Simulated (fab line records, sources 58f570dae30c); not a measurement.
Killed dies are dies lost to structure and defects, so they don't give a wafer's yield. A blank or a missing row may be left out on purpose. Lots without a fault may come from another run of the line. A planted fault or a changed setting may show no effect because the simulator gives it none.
Chamber matching | flow berkeley_cmos170 | UCB170_V2_CMP_02 on cmp-02: 4 sister chambers
The step polishes SiO2. 8 wafers are shown with their chamber, then 8 later ones without.

WAFERS WITH THEIR CHAMBER
wafer  | chamber | motor_current_A (A) | slurry_filter_dp_kPa (kPa)
L314.1 | 1       | 18.7                | 13.64
L317.1 | 0       | 15.0                | 13.77
L317.2 | 2       | 16.4                | 13.60
L317.4 | 3       | 17.3                | 13.67
L322.1 | 1       | 17.5                | 13.67
L322.3 | 0       | 14.3                | 13.30
L322.4 | 2       | 15.7                | 13.45
L323.1 | 3       | 16.8                | 13.60

WAFERS WITHOUT THEIR CHAMBER
wafer  | motor_current_A (A) | slurry_filter_dp_kPa (kPa)
L323.4 | 15.9                | 13.74
L323.5 | 14.5                | 13.39
L320.2 | 15.5                | 13.60
L320.3 | 17.1                | 13.57
L320.4 | 16.2                | 13.48
L319.3 | 15.9                | 13.48
L319.4 | 14.7                | 13.63
L319.6 | 17.9                | 13.87

WHICH CHAMBER EACH WENT THROUGH
wafer  | from the rows above          | in truth
L323.4 | can't be placed: 2 or 3 or 0 | 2
L323.5 | can't be placed: 0 or 2      | 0
L320.2 | can't be placed: 2 or 0 or 3 | 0
L320.3 | can't be placed: 3 or 1 or 2 | 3
L320.4 | can't be placed: 2 or 3      | 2
L319.3 | can't be placed: 2 or 3 or 0 | 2
L319.4 | can't be placed: 0 or 2      | 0
L319.6 | can't be placed: 1 or 3      | 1
Placed correctly: 0 of 8. Can't be placed from these rows: 8 (the true chamber is among the candidates in 8). Placed wrongly: 0.
How it was worked out, from the rows above alone: a wafer's distance from a chamber is the root of the sum, over the readings, of the square of ((its reading less the chamber's mean) divided by the reading's scatter). The wafer belongs to the nearest chamber; if the next one is less than 2 further off, it can't be placed. A chamber's mean is the mean of its shown wafers. The scatter: the root of (the sum of the squares of (reading less its chamber's mean) over the shown wafers, divided by (wafers less chambers)).
